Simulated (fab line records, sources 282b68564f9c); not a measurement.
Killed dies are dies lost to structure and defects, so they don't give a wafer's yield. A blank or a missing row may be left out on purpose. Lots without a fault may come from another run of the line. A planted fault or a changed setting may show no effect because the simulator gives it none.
fab line records | flow rit_cmos
record lots=5 wafers=15 last_day=7
route steps=202 shown NLDD@110 PLDD@114 SPACER@125 NSD@131 PSD@142 M1@202
lots that met no fault: from a run of the same line without faults
start_h: hours from the record's first day to the start of the lot's first wafer shown | wait_h: hours since the lot's step before | " the same as in the row above | L1.1+2: a row that stands for several wafers | - no value, or no start given | * or withheld: withheld | < > ~ a bound
route shown NAME@n: a module of which the file shows steps, and the number in the route of the first | usual: mean/standard deviation of fault-free wafers | same: alike in all rows | chamber/n: place in a boat | sites: the reading at each site | _std_site: their standard deviation | _edge_site: outer sites' mean less inner sites' | radius_mm: how far each site lies from the wafer's centre | mask NAME#n: copy n | behind: the tool/chamber that last shaped the wafer | hold: why the lot was held/for how many hours/how that ended | device: the transistor (n, p or np) that didn't switch | end of line: the same wafers' tests at the end of the route | a step without rows: its recipe alone | killed: dies lost to structure and defects at the first sort, not the wafer's yield | map: a wafer's dies, x killed, . not, _ none there
set.NAME: the setting as run; set.NAME@STEP: as run at that earlier step | model.NAME: the simulator's own value behind a step, which no gauge read
lots at some steps of the route; a table a step, a row a wafer
services: from which hour (start_h, from the record's first day; less than 0 if before it) a tool's chamber was out of use, for how many hours, and why
## steps
# step RIT_NLDD_HARDBAKE_07
# recipe resist=NOVOLAK temp_c=140 time_s=60
# step RIT_NLDD_IMPLANT_08
# recipe species=P energy_kev=20 dose_cm2=5e+14 tilt_deg=7
# step RIT_NLDD_STRIP_09
# recipe chemistry=O2 time_s=180 resist=NOVOLAK platen_temp_c=withheld power_w=500 pressure_mtorr=4000 o2_flow_sccm=4000
# usual drypump_motor_current_A=5.9/0.41
# columns lot.wafer tool chamber start_h wait_h drypump_motor_current_A rf_hours_counter_h
L966.1 plasma_asher-02 0 48.31 0.1 6.4 42
L966.3 " 0 " " 6.4 -
L966.5 " 0 " " 6.4 -
L969.2 plasma_asher-02 1 62.53 0.1 5.4 44
L969.3 " 0 " " 6.4 -
L969.6 " 1 " " 5.4 -
L970.1 plasma_asher-02 0 66.37 0.1 6.4 44
L970.2 " 1 " " 5.4 44
L970.4 " 1 " " 5.5 -
L973.2 plasma_asher-01 0 83.74 0.1 5.7 43
L973.3 " 1 " " 5.2 -
L973.4 " 0 " " 5.7 -
L985.1 plasma_asher-01 0 163.81 0.1 5.7 50
L985.5 " 1 " " 5.3 -
L985.6 " 0 " " 5.7 -
# step RIT_NLDD_TW_MEAS_10
# usual NLDD_TW=2504/14
# columns lot.wafer tool chamber start_h wait_h NLDD_TW
L966.1 film_metro-04 - 48.48 0.1 2519
L966.3 " - " " 2517
L966.5 " - " " 2520
L969.2 film_metro-01 - 62.72 0.1 2484
L969.3 " - " " 2494
L969.6 " - " " 2493
L970.1 film_metro-04 - 66.54 0.1 2510
L970.2 " - " " 2531
L970.4 " - " " 2529
L973.2 film_metro-04 - 83.93 0.1 2514
L973.3 " - " " 2496
L973.4 " - " " 2507
L985.1 film_metro-04 - 163.99 0.1 2501
L985.5 " - " " 2502
L985.6 " - " " 2508
# step RIT_PLDD_HMDS_00
# recipe prime_time_s=60 prime_temp_c=140
# step RIT_PLDD_COAT_01
# recipe resist=NOVOLAK spin_rpm=3250 resist_thk_nm=1000
# step RIT_PLDD_SOFTBAKE_02
# recipe resist=NOVOLAK temp_c=90 time_s=60
# step RIT_PLDD_EXPOSE_03
# recipe mask_id=M8 na=0.57 target_cd_nm=40900 dose_mj=250
# step RIT_PLDD_PEB_04
# recipe resist=NOVOLAK temp_c=withheld time_s=withheld
# step RIT_PLDD_DEVELOP_05
# recipe resist=NOVOLAK develop_time_s=50 dev_temp_c=23
# step RIT_PLDD_OVL_MEAS_06
# usual PLDD_OVL=0.4/1.6
# columns lot.wafer tool chamber start_h wait_h PLDD_OVL[nm]
L966.1 overlay-02 - 49.39 - 0.6
L966.3 " - " " 2.2
L966.5 " - " " 1.5
L969.2 overlay-01 - 63.62 - -0.3
L969.3 " - " " 0.5
L969.6 " - " " -1.1
L970.1 overlay-01 - 67.58 - -1.7
L970.2 " - " " -3.4
L970.4 " - " " 1.0
L973.2 overlay-01 - 84.96 - 1.2
L973.3 " - " " 2.0
L973.4 " - " " 0.8
L985.1 overlay-01 - 165.02 - 1.3
L985.5 " - " " 0.8
L985.6 " - " " 2.8
# step RIT_PLDD_HARDBAKE_07
# recipe resist=NOVOLAK temp_c=140 time_s=60
# step RIT_PLDD_IMPLANT_08
# recipe species=BF2 energy_kev=20 dose_cm2=8.893e+14 tilt_deg=7
# columns lot.wafer tool chamber start_h wait_h
L966.1+3+5 implanter-01 0 49.58 0.1
L969.2+3+6 implanter-02 0 63.83 0.1
L970.1+2+4 implanter-03 0 67.77 0.1
L973.2+3+4 implanter-03 0 85.16 0.1
L985.1+5+6 implanter-01 0 165.21 0.1
# step RIT_PLDD_STRIP_09
# recipe chemistry=O2 time_s=180 resist=NOVOLAK platen_temp_c=withheld power_w=500 pressure_mtorr=4000 o2_flow_sccm=4000
# usual drypump_motor_current_A=5.8/0.46
# columns lot.wafer tool chamber start_h wait_h drypump_motor_current_A rf_hours_counter_h
L966.1 plasma_asher-04 0 49.73 0.1 5.2 27
L966.3 " 1 " " 5.4 -
L966.5 " 0 " " 5.2 -
L969.2 plasma_asher-04 1 63.95 0.1 5.3 29
L969.3 " 0 " " 5.2 -
L969.6 " 1 " " 5.4 -
L970.1 plasma_asher-02 0 67.92 0.1 6.4 45
L970.2 " 1 " " 5.4 45
L970.4 " 0 " " 6.4 -
L973.2 plasma_asher-03 0 85.29 0.1 6.3 42
L973.3 " 0 " " 6.2 -
L973.4 " 1 " " 6.1 -
L985.1 plasma_asher-03 0 165.36 0.1 6.3 49
L985.5 " 1 " " 6.1 -
L985.6 " 0 " " 6.2 -
# step RIT_PLDD_TW_MEAS_10
# usual PLDD_TW=2351/12
# columns lot.wafer tool chamber start_h wait_h PLDD_TW
L966.1 film_metro-01 - 49.90 0.1 2345
L966.3 " - " " 2340
L966.5 " - " " 2347
L969.2 film_metro-01 - 64.14 0.1 2326
L969.3 " - " " 2329
L969.6 " - " " 2329
L970.1 film_metro-02 - 68.09 0.1 2367
L970.2 " - " " 2350
L970.4 " - " " 2359
L973.2 film_metro-01 - 85.47 0.1 2340
L973.3 " - " " 2351
L973.4 " - " " 2321
L985.1 film_metro-02 - 165.53 0.1 2363
L985.5 " - " " 2263
L985.6 " - " " 2355
# step RIT_SPACER_CLEAN_00
# recipe chemistry=SC1 mix=3:3:50 time_s=600 temp_c=75
# step RIT_SPACER_CLEAN_01
# recipe chemistry=dHF dilution=50:1 time_s=30
# step RIT_SPACER_CLEAN_02
# recipe chemistry=SC2 mix=3:3:50 time_s=600 temp_c=75 dry=n2_spin
# step RIT_SPACER_CVD_03
# recipe material=Si3N4 target_thk_nm=250 temp_c=810 precursor=SiH2Cl2/NH3 time_s=3300 pressure_mtorr=300 sih2cl2_flow_sccm=60 nh3_flow_sccm=150
# step RIT_SPACER_THK_MEAS_04
# recipe reads=Si3N4_of_SPACER_CVD_03
# usual SPACER_NITRIDE_THK=249.4/2.1
# columns lot.wafer tool chamber start_h wait_h SPACER_NITRIDE_THK[nm]
L966.1 film_metro-02 - 52.25 0.0 246.2
L966.3 " - " " 246.5
L966.5 " - " " 245.5
L969.2 film_metro-03 - 66.51 0.0 251.3
L969.3 " - " " 251.3
L969.6 " - " " 251.7
L970.1 film_metro-01 - 70.45 0.0 248.3
L970.2 " - " " 249.2
L970.4 " - " " 250.4
L973.2 film_metro-03 - 87.83 0.0 249.2
L973.3 " - " " 249.9
L973.4 " - " " 249.3
L985.1 film_metro-03 - 167.88 0.0 250.7
L985.5 " - " " 250.6
L985.6 " - " " 251.5
# step RIT_SPACER_ETCHBACK_05
# recipe target_depth_a=2500 SF6_flow_sccm=30 CHF3_flow_sccm=30 target=Si3N4 chemistry=SF6/CHF3 pressure_mtorr=40 rf_w=250 time_s=240 stop_on=SiO2
# usual CHF3_flow_sccm=29.99/0.088 drypump_motor_current_A=5.7/0.47 oes_product_au=0.845/0.014 rf_fwd_power_W=249.3/0.77 throttle_valve_pct=10.29/0.14
# columns lot.wafer tool chamber start_h wait_h CHF3_flow_sccm drypump_motor_current_A oes_product_au rf_fwd_power_W rf_hours_counter_h throttle_valve_pct
L966.1 rie_diel-04 2 52.31 0.1 30.09 5.3 0.857 250.6 154 10.14
L966.3 " 1 " " 29.98 5.6 0.843 250.2 48 10.55
L966.5 " 1 " " 29.93 5.6 0.827 251.7 - 10.55
L969.2 rie_diel-04 0 66.56 0.0 30.05 6.4 0.861 249.7 75 10.25
L969.3 " 1 " " 29.94 5.7 0.848 249.3 48 10.56
L969.6 " 2 " " 30.02 5.3 0.870 248.8 - 10.14
L970.1 rie_diel-03 0 70.51 0.1 30.01 4.9 0.828 249.2 39 10.39
L970.2 " 3 " " 29.97 5.3 0.856 248.3 41 10.19
L970.4 " 1 " " 30.04 5.5 0.860 248.9 2 10.16
L973.2 rie_diel-01 1 87.88 0.0 30.05 5.6 0.821 249.1 86 10.13
L973.3 " 2 " " 30.16 6.4 0.837 247.8 100 10.43
L973.4 " 3 " " 29.91 5.7 0.840 250.7 23 10.04
L985.1 rie_diel-03 1 167.94 0.1 30.01 5.6 0.866 248.9 3 10.16
L985.5 " 0 " " 29.92 4.9 0.828 249.4 - 10.37
L985.6 " 3 " " 29.71 5.2 0.855 249.6 - 10.20
# step RIT_NSD_HMDS_00
# recipe prime_time_s=60 prime_temp_c=140
# step RIT_NSD_COAT_01
# recipe resist=NOVOLAK spin_rpm=3250 resist_thk_nm=1000
# step RIT_NSD_SOFTBAKE_02
# recipe resist=NOVOLAK temp_c=90 time_s=60
# step RIT_NSD_EXPOSE_03
# recipe mask_id=M9 na=0.57 target_cd_nm=40700 dose_mj=250
# step RIT_NSD_PEB_04
# recipe resist=NOVOLAK temp_c=withheld time_s=withheld
# step RIT_NSD_DEVELOP_05
# recipe resist=NOVOLAK develop_time_s=50 dev_temp_c=23
# step RIT_NSD_OVL_MEAS_06
# usual NSD_OVL=0.7/1.2
# columns lot.wafer tool chamber start_h wait_h NSD_OVL[nm]
L966.1 overlay-02 - 53.42 - 2.1
L966.3 " - " " 1.3
L966.5 " - " " 1.3
L969.2 overlay-01 - 67.95 - 2.1
L969.3 " - " " -0.2
L969.6 " - " " 1.4
L970.1 overlay-02 - 71.64 - 0.1
L970.2 " - " " 0.6
L970.4 " - " " 0.2
L973.2 overlay-02 - 89.01 - 1.6
L973.3 " - " " 3.3
L973.4 " - " " 1.0
L985.1 overlay-01 - 168.94 - -1.3
L985.5 " - " " -2.6
L985.6 " - " " 0.6
# step RIT_NSD_HARDBAKE_07
# recipe resist=NOVOLAK temp_c=140 time_s=60
# step RIT_NSD_IMPLANT_08
# recipe species=P energy_kev=25 dose_cm2=1e+15 tilt_deg=7
# step RIT_NSD_STRIP_09
# recipe chemistry=O2 time_s=180 resist=NOVOLAK platen_temp_c=withheld power_w=500 pressure_mtorr=4000 o2_flow_sccm=4000
# usual drypump_motor_current_A=5.5/0.32
# columns lot.wafer tool chamber start_h wait_h drypump_motor_current_A rf_hours_counter_h
L966.1 plasma_asher-01 0 53.75 0.1 5.8 39
L966.3 " 0 " " 5.8 -
L966.5 " 1 " " 5.3 -
L969.2 plasma_asher-02 1 68.28 0.1 5.4 45
L969.3 " 1 " " 5.5 -
L969.6 " 1 " " 5.5 -
L970.1 plasma_asher-04 0 71.97 0.1 5.2 30
L970.2 " 1 " " 5.3 30
L970.4 " 1 " " 5.3 -
L973.2 plasma_asher-04 1 89.34 0.1 5.4 32
L973.3 " 1 " " 5.4 -
L973.4 " 0 " " 5.2 -
L985.1 plasma_asher-01 1 169.27 0.1 5.3 51
L985.5 " 0 " " 5.7 -
L985.6 " 1 " " 5.3 -
# step RIT_NSD_TW_MEAS_10
# usual NSD_TW=3135/17
# columns lot.wafer tool chamber start_h wait_h NSD_TW
L966.1 film_metro-01 - 53.93 0.1 3125
L966.3 " - " " 3115
L966.5 " - " " 3137
L969.2 film_metro-02 - 68.46 0.1 3146
L969.3 " - " " 3163
L969.6 " - " " 3169
L970.1 film_metro-02 - 72.15 0.1 3140
L970.2 " - " " 3133
L970.4 " - " " 3147
L973.2 film_metro-04 - 89.52 0.1 3134
L973.3 " - " " 3161
L973.4 " - " " 3146
L985.1 film_metro-02 - 169.45 0.1 3122
L985.5 " - " " 3118
L985.6 " - " " 3116
# step RIT_PSD_HMDS_00
# recipe prime_time_s=60 prime_temp_c=140
# step RIT_PSD_COAT_01
# recipe resist=NOVOLAK spin_rpm=3250 resist_thk_nm=1000
# step RIT_PSD_SOFTBAKE_02
# recipe resist=NOVOLAK temp_c=89.49 time_s=60
# step RIT_PSD_EXPOSE_03
# recipe mask_id=M10 na=0.57 target_cd_nm=40900 dose_mj=250
# step RIT_PSD_PEB_04
# recipe resist=NOVOLAK temp_c=withheld time_s=withheld
# step RIT_PSD_DEVELOP_05
# recipe resist=NOVOLAK develop_time_s=48.93 dev_temp_c=23
# step RIT_PSD_OVL_MEAS_06
# usual PSD_OVL=0.7/1.4
# columns lot.wafer tool chamber start_h wait_h PSD_OVL[nm]
L966.1 overlay-01 - 54.99 - 3.0
L966.3 " - " " 2.3
L966.5 " - " " 3.4
L969.2 overlay-02 - 69.49 - 0.9
L969.3 " - " " 0.0
L969.6 " - " " -3.7
L970.1 overlay-02 - 73.18 - 1.0
L970.2 " - " " 1.8
L970.4 " - " " 2.9
L973.2 overlay-01 - 90.55 - 1.1
L973.3 " - " " 0.7
L973.4 " - " " 1.3
L985.1 overlay-02 - 170.36 - 2.5
L985.5 " - " " 2.6
L985.6 " - " " 1.0
# step RIT_PSD_HARDBAKE_07
# recipe resist=NOVOLAK temp_c=140 time_s=60
# step RIT_PSD_IMPLANT_08
# recipe species=BF2 energy_kev=27 dose_cm2=5e+15 tilt_deg=7
# step RIT_PSD_STRIP_09
# recipe chemistry=O2 time_s=180 resist=NOVOLAK platen_temp_c=withheld power_w=500 pressure_mtorr=4000 o2_flow_sccm=4000
# usual drypump_motor_current_A=5.6/0.38
# columns lot.wafer tool chamber start_h wait_h drypump_motor_current_A rf_hours_counter_h
L966.1 plasma_asher-01 0 55.33 0.1 5.7 39
L966.3 " 0 " " 5.8 -
L966.5 " 1 " " 5.3 -
L969.2 plasma_asher-03 1 69.82 0.1 6.1 41
L969.3 " 0 " " 6.2 -
L969.6 " 0 " " 6.2 -
L970.1 plasma_asher-03 1 73.52 0.1 6.1 41
L970.2 " 0 " " 6.2 41
L970.4 " 0 " " 6.2 -
L973.2 plasma_asher-03 1 90.88 0.1 6.1 43
L973.3 " 0 " " 6.2 -
L973.4 " 1 " " 6.1 -
L985.1 plasma_asher-04 0 170.71 0.1 5.2 39
L985.5 " 0 " " 5.2 -
L985.6 " 1 " " 5.4 -
# step RIT_SDANNEAL_RS_MEAS_06
# recipe thk_meas_gauge=four-point-probe
# usual PLDD_RS=179.6/0.41
# columns lot.wafer tool chamber start_h wait_h PLDD_RS[ohm/sq]
L966.1 film_metro-04 - 56.58 0.1 179.8
L966.3 " - " " 179.3
L966.5 " - " " 179.3
L969.2 film_metro-04 - 70.77 0.1 179.2
L969.3 " - " " 179.8
L969.6 " - " " 179.6
L970.1 film_metro-04 - 74.42 0.1 180.4
L970.2 " - " " 180.2
L970.4 " - " " 180.1
L973.2 film_metro-02 - 91.81 0.1 180.2
L973.3 " - " " 180.0
L973.4 " - " " 180.0
L985.1 film_metro-01 - 171.61 0.1 180.6
L985.5 " - " " 183.3
L985.6 " - " " 181.5
# step RIT_M1_PROBE_99
# usual killed_at_M0_to_M3=0.0/0.083 killed_at_contacts=0.1/0.25 killed_at_front_end=7/3.3 killed_dies=7/3.2 killed_open=3.6/2.2 killed_short=3.5/2
# same gross_dies=264 killed_at_M4_up=0 killed_at_back_side=0 killed_at_other=0
# columns lot.wafer tool chamber start_h wait_h killed_at_M0_to_M3 killed_at_contacts killed_at_front_end killed_dies killed_open killed_short model.etest.pmos_turned.r_on_ohm_um model.etest.pmos_0p3.r_on_ohm_um model.etest.pmos_0p15.r_on_ohm_um model.etest.pmos_turned.drive_ua_um model.etest.pmos_0p15.drive_ua_um model.etest.pmos_0p15.off_log10_a_um model.etest.retro_edge_pmos.off_log10_a_um model.etest.ring.quiet_log10_a
L966.1 prober-01 - 63.63 0.1 0 0 1 1 0 1 3476 6358 2837 191.4 248.2 -10.51 -10.4 -8.032
L966.3 prober-01 - 63.73 0.2 0 0 4 4 3 1 3384 6300 2805 195.3 250.2 -10.45 -10.26 -7.993
L966.5 prober-01 - 63.83 0.2 0 1 7 8 2 6 3480 6393 2851 188.8 247.7 -10.67 -10.51 -8.178
L969.2 prober-02 - 77.85 0.1 0 0 4 4 1 2 3650 6365 2951 175.9 237.2 -10.86 -10.83 -8.246
L969.3 prober-02 - 77.90 0.2 1 0 6 7 5 2 3688 6388 2976 174 239.4 -10.74 -10.65 -8.062
L969.6 prober-02 - 78.05 0.2 0 0 6 6 3 2 3628 6400 2918 177.3 243.3 -10.7 -10.52 -7.886
L970.1 prober-01 - 81.64 0.1 0 0 10 10 3 7 3563 6265 2842 184.8 250.1 -10.64 -10.47 -8.024
L970.2 prober-01 - 81.69 0.1 0 0 9 9 5 4 3530 6233 2797 182.5 255 -10.42 -10.2 -7.742
L970.4 prober-01 - 81.79 0.2 0 0 8 8 4 4 3595 6276 2849 180.5 250.2 -10.49 -10.38 -7.839
L973.2 prober-02 - 99.40 0.1 0 0 9 9 7 2 3541 6449 2872 186 246.9 -10.47 -10.29 -7.707
L973.3 prober-02 - 99.45 0.2 0 0 7 7 5 2 3448 6397 2798 188.5 252.4 -10.49 -10.32 -7.804
L973.4 prober-02 - 99.50 0.2 0 0 5 5 3 2 3608 6504 2904 177.3 243.3 -10.73 -10.6 -8.068
L985.1 prober-02 - 178.61 0.1 0 0 10 10 5 5 2728 5934 2474 262.7 291.1 -9.419 -9.232 -7.071
L985.5 prober-02 - 178.81 0.2 0 0 1 1 1 0 2543 6025 2461 280.3 291.9 -9.259 -9.171 -6.927
L985.6 prober-02 - 178.86 0.2 0 1 3 4 2 2 2662 5991 2464 268.2 288.7 -9.452 -9.261 -7.094
# killed by level:class
L966.1 REOX:geometric_particle:short=1
L966.3 GATE:geometric_particle:open=1 REOX:geometric_particle:open=1 SPACER:geometric_particle:short=1 SILICIDE:geometric_particle:open=1
L966.5 SPACER:geometric_particle:short=3 GATE:geometric_particle:short=1 GATE:geometric_particle:open=1 SPACER:geometric_particle:open=1 SILICIDE:geometric_particle:short=1 CONTACT:geometric_particle:short=1
L969.2 FOX2:geometric_particle:open=1 GATE:geometric_particle:short=1 SILICIDE:geometric_particle:short=1 ACTIVE:coat_microbubble_printed=1
L969.3 REOX:geometric_particle:short=2 SPACER:geometric_particle:open=2 FOX1:geometric_particle:open=1 FOX2:geometric_particle:open=1 M1:geometric_particle:open=1
L969.6 SPACER:geometric_particle:short=2 SPACER:geometric_particle:open=2 FOX1:geometric_particle:open=1 ACTIVE:coat_microbubble_printed=1
L970.1 FOX1:geometric_particle:short=4 GATE:geometric_particle:short=2 SPACER:geometric_particle:open=2 GATE:geometric_particle:open=1 REOX:geometric_particle:short=1
L970.2 FOX1:geometric_particle:open=3 FOX1:geometric_particle:short=2 GATE:geometric_particle:open=2 GATE:geometric_particle:short=1 REOX:geometric_particle:short=1
L970.4 FOX1:geometric_particle:open=2 GATE:geometric_particle:short=2 FOX1:geometric_particle:short=1 FOX2:geometric_particle:open=1 SILICIDE:geometric_particle:short=1 SILICIDE:geometric_particle:open=1
L973.2 GATE:geometric_particle:open=2 FOX1:geometric_particle:open=1 FOX2:geometric_particle:open=1 GATE:geometric_particle:short=1 REOX:geometric_particle:short=1 REOX:geometric_particle:open=1 SPACER:geometric_particle:open=1 SILICIDE:geometric_particle:open=1
L973.3 GATE:geometric_particle:open=4 FOX1:geometric_particle:open=1 GATE:geometric_particle:short=1 REOX:geometric_particle:short=1
L973.4 FOX1:geometric_particle:open=1 GATE:geometric_particle:open=1 GATE:geometric_particle:short=1 SPACER:geometric_particle:open=1 SILICIDE:geometric_particle:short=1
L985.1 FOX1:geometric_particle:short=2 FOX1:geometric_particle:open=2 GATE:geometric_particle:short=1 GATE:geometric_particle:open=1 SPACER:geometric_particle:open=1 SPACER:geometric_particle:short=1 SILICIDE:geometric_particle:short=1 SILICIDE:geometric_particle:open=1
L985.5 SILICIDE:geometric_particle:open=1
L985.6 CONTACT:geometric_particle:open=1 FOX1:geometric_particle:short=1 GATE:geometric_particle:open=1 REOX:geometric_particle:short=1
## services
# columns tool chamber start_h hours kind
rie_diel-03 1 32.00 3.4 repair
rie_diel-03 - 32.82 0.6 repair
plasma_asher-03 - 41.29 28.1 pm
implanter-03 - 50.78 3.0 pm
implanter-03 - 56.03 3.3 repair
plasma_asher-02 - 57.74 2.3 repair
implanter-03 - 65.24 1.3 repair
rie_diel-04 - 65.71 0.7 repair
rie_diel-04 3 73.20 16.0 repair
rie_diel-04 0 78.92 4.7 repair
rie_diel-03 0 82.53 1.4 repair
rie_diel-04 2 86.52 12.9 repair
rie_diel-04 3 99.46 - clean
rie_diel-04 3 99.46 18.5 scheduled_down
rie_diel-04 3 99.46 18.5 vent_cycle
plasma_asher-03 - 102.36 0.6 repair
plasma_asher-02 - 108.75 9.0 pm
plasma_asher-02 0 108.75 9.0 vent_cycle
plasma_asher-02 1 108.75 9.0 vent_cycle
plasma_asher-02 0 117.75 - clean
plasma_asher-02 1 117.75 - clean
implanter-02 - 135.65 5.0 pm
rie_diel-01 2 135.91 7.5 repair
plasma_asher-04 - 142.29 2.6 repair
## key
first_sign step=RIT_SDANNEAL_RS_MEAS_06 reading=PLDD_RS direction=up sigmas=5.5 usual=179.6 struck=181.8
effect none on later readings
model_effect step=RIT_M1_PROBE_99 value=etest.pmos_turned.r_on_ohm_um without=3283 struck=2644
met_at RIT_PLDD_IMPLANT_08
struck_wafers L985.1,L985.5,L985.6
tester_left_out L985
onset_between 49.58 165.21
also_fits time
fault kind=process_parameter_drift tool=implanter-01 chamber=- onset_h=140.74 steps=RIT_PLDD_IMPLANT_08 channel=tilt_deg offset=-5 spread_by_wafer=0.3 shape=step end_h=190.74 acts_in=these_recipes_only stated=7
# tester_left_out: of these lots the tester's yield and bins aren't shown, on N5 and GAA mostly nor the transistor test; their killed dies are dies lost to structure and defects alone, not to doping, threshold or leakage, so they don't give the yield
